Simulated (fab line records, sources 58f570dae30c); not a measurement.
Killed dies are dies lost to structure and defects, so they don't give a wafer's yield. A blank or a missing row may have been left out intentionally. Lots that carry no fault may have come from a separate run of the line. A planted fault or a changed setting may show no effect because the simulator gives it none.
Which of the tools did it? / flow berkeley_cmos170 / 42 wafers from 14 lots sampled at 3 of the route's 331 steps

== WHAT EACH GAUGE READ, for each wafer ==
UCB170_M1_RS_MEAS_01: uses a four-point probe to measure.
lot=L889; measured=day 6 17:23; on=film_metro-01; M1_AL_RS (ohm/sq)=0.0488 0.0491 0.0490
lot=L888; measured=day 6 17:38; on=film_metro-02; M1_AL_RS (ohm/sq)=0.0485 0.0486 0.0482
lot=L890; measured=day 6 17:46; on=film_metro-03; M1_AL_RS (ohm/sq)=0.0480 0.0481 0.0488
lot=L892; measured=day 7 14:25; on=film_metro-02; M1_AL_RS (ohm/sq)=0.0483 0.0486 0.0477
lot=L891; measured=day 7 16:56; on=film_metro-03; M1_AL_RS (ohm/sq)=0.0488 0.0490 0.0486
lot=L898; measured=day 8 22:44; on=film_metro-02; M1_AL_RS (ohm/sq)=0.0490 0.0488 0.0485
lot=L900; measured=day 8 23:04; on=film_metro-03; M1_AL_RS (ohm/sq)=0.0485 0.0480 0.0480
lot=L899; measured=day 8 23:13; on=film_metro-01; M1_AL_RS (ohm/sq)=0.0397 0.0399 0.0396
lot=L903; measured=day 9 21:47; on=film_metro-02; M1_AL_RS (ohm/sq)=0.0480 0.0487 0.0484
lot=L901; measured=day 9 23:45; on=film_metro-02; M1_AL_RS (ohm/sq)=0.0393 0.0399 0.0395
lot=L902; measured=day 9 23:57; on=film_metro-01; M1_AL_RS (ohm/sq)=0.0483 0.0485 0.0486
lot=L906; measured=day 10 22:08; on=film_metro-02; M1_AL_RS (ohm/sq)=0.0489 0.0484 0.0488
lot=L910; measured=day 11 15:04; on=film_metro-01; M1_AL_RS (ohm/sq)=0.0488 0.0488 0.0486
lot=L911; measured=day 11 16:20; on=film_metro-02; M1_AL_RS (ohm/sq)=0.0490 0.0481 0.0487

UCB170_M1_THK_MEAS_02: measures by xrf.
lot=L889; measured=day 6 17:31; on=film_metro-01; M1_AL_THK (nm)=591 590 592
lot=L888; measured=day 6 17:45; on=film_metro-02; M1_AL_THK (nm)=600 602 603
lot=L890; measured=day 6 17:53; on=film_metro-03; M1_AL_THK (nm)=608 607 599
lot=L892; measured=day 7 14:32; on=film_metro-02; M1_AL_THK (nm)=608 607 616
lot=L891; measured=day 7 17:03; on=film_metro-03; M1_AL_THK (nm)=592 592 593
lot=L898; measured=day 8 22:50; on=film_metro-02; M1_AL_THK (nm)=597 603 606
lot=L900; measured=day 8 23:11; on=film_metro-03; M1_AL_THK (nm)=598 606 604
lot=L899; measured=day 8 23:19; on=film_metro-01; M1_AL_THK (nm)=722 719 724
lot=L903; measured=day 9 21:52; on=film_metro-02; M1_AL_THK (nm)=609 605 608
lot=L901; measured=day 9 23:51; on=film_metro-02; M1_AL_THK (nm)=744 734 740
lot=L902; measured=day 10 00:04; on=film_metro-01; M1_AL_THK (nm)=598 594 590
lot=L906; measured=day 10 22:13; on=film_metro-02; M1_AL_THK (nm)=596 601 597
lot=L910; measured=day 11 15:10; on=film_metro-01; M1_AL_THK (nm)=589 590 594
lot=L911; measured=day 11 16:27; on=film_metro-02; M1_AL_THK (nm)=602 608 601

== EACH LOT AND THE TOOL THAT RAN IT (in order: tool; ch and the chambers of the sampled wafers; start) ==
lot=L889; UCB170_M1_SPUTTER_00=pvd_sputter-02, day 6 17:20
lot=L888; UCB170_M1_SPUTTER_00=pvd_sputter-03, day 6 17:34
lot=L890; UCB170_M1_SPUTTER_00=pvd_sputter-01, day 6 17:43
lot=L892; UCB170_M1_SPUTTER_00=pvd_sputter-01, day 7 14:21
lot=L891; UCB170_M1_SPUTTER_00=pvd_sputter-02, day 7 16:52
lot=L898; UCB170_M1_SPUTTER_00=pvd_sputter-02, day 8 22:38
lot=L900; UCB170_M1_SPUTTER_00=pvd_sputter-02, day 8 23:01
lot=L899; UCB170_M1_SPUTTER_00=pvd_sputter-01, day 8 23:08
lot=L903; UCB170_M1_SPUTTER_00=pvd_sputter-02, day 9 21:40
lot=L901; UCB170_M1_SPUTTER_00=pvd_sputter-01, day 9 23:39
lot=L902; UCB170_M1_SPUTTER_00=pvd_sputter-02, day 9 23:52
lot=L906; UCB170_M1_SPUTTER_00=pvd_sputter-02, day 10 22:01
lot=L910; UCB170_M1_SPUTTER_00=pvd_sputter-02, day 11 14:57
lot=L911; UCB170_M1_SPUTTER_00=pvd_sputter-03, day 11 16:16
- UCB170_M1_SPUTTER_00: material Al, target thk 600 nm, time 80 s.

== WHAT THE TOOLS THEMSELVES READ (means of the sampled wafers that have a number; where no wafer has one, the mark that the record gives instead) ==
UCB170_M1_SPUTTER_00.
lot=L889; tool=pvd_sputter-02; cathode_dc_power_W (W)=5999.5; throttle_valve_pct (%)=29.1
lot=L888; tool=pvd_sputter-03; cathode_dc_power_W (W)=5999.6; throttle_valve_pct (%)=30.3
lot=L890; tool=pvd_sputter-01; cathode_dc_power_W (W)=6000.5; throttle_valve_pct (%)=30.1
lot=L892; tool=pvd_sputter-01; cathode_dc_power_W (W)=5999.9; throttle_valve_pct (%)=31.0
lot=L891; tool=pvd_sputter-02; cathode_dc_power_W (W)=6000.2; throttle_valve_pct (%)=30.1
lot=L898; tool=pvd_sputter-02; cathode_dc_power_W (W)=6000.6; throttle_valve_pct (%)=29.3
lot=L900; tool=pvd_sputter-02; cathode_dc_power_W (W)=6000.9; throttle_valve_pct (%)=29.6
lot=L899; tool=pvd_sputter-01; cathode_dc_power_W (W)=7282.8; throttle_valve_pct (%)=29.9
lot=L903; tool=pvd_sputter-02; cathode_dc_power_W (W)=5999.0; throttle_valve_pct (%)=29.9
lot=L901; tool=pvd_sputter-01; cathode_dc_power_W (W)=7283.7; throttle_valve_pct (%)=30.0
lot=L902; tool=pvd_sputter-02; cathode_dc_power_W (W)=6000.4; throttle_valve_pct (%)=29.3
lot=L906; tool=pvd_sputter-02; cathode_dc_power_W (W)=5999.4; throttle_valve_pct (%)=29.5
lot=L910; tool=pvd_sputter-02; cathode_dc_power_W (W)=5999.8; throttle_valve_pct (%)=30.3
lot=L911; tool=pvd_sputter-03; cathode_dc_power_W (W)=6001.1; throttle_valve_pct (%)=30.1

== THE ANSWER, worked out from the rows above alone ==
Rule: the lots themselves supply what counts as usual. The widest of any qualifying gaps counts: lots, ordered by their means at a reading, are off when they make up no more than a third of the lots, leave a main group of 4 or more, and stand apart from it by 3 or more times the standard deviation of that group's means. Not used: any main group whose means are identical at the precision the tables above print for the reading. A lot without any number at a reading at which 4 lots or more have one is off too. Any other lot the step has rows for is counted as sound. Order of review: gauges by route order, followed by the tools' own readings, for which a lot's mean as printed above is used. At the first step where some lot is off, the reading lying furthest off is the one used; lots without a number count as furthest.
Off: L899, L901, seen at UCB170_M1_RS_MEAS_01 (M1_AL_RS). The main group has a mean of 0.0485 ohm/sq with a standard deviation of 0.00025.
A tool fits if, at a process step before that reading, it ran every lot that is off, and no sound lot after the first of them. Not tried: the gauges at UCB170_M1_RS_MEAS_01; whatever is off there is also off at UCB170_M1_SPUTTER_00, on other tools, and gauge error can't account for it. One fits: pvd_sputter-01 at UCB170_M1_SPUTTER_00. Its last sound lot is L892 (day 7 14:21), its first lot that is off L899 (day 8 23:08): a fault that began between those two fits.
The tool's own readings at UCB170_M1_SPUTTER_00 bear it out: on the lots that are off they differ by more than 5 times the standard deviation of the sound lots' means. cathode_dc_power_W reads 7283.2 W there against 6000.1 W on the sound lots.

== WHAT THE SIMULATOR HAD PUT IN ==
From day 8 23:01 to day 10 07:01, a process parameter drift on pvd_sputter-01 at UCB170_M1_SPUTTER_00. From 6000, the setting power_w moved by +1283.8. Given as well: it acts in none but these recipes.
Lots struck among those shown: L899, L901. This agrees with what the rule above found.
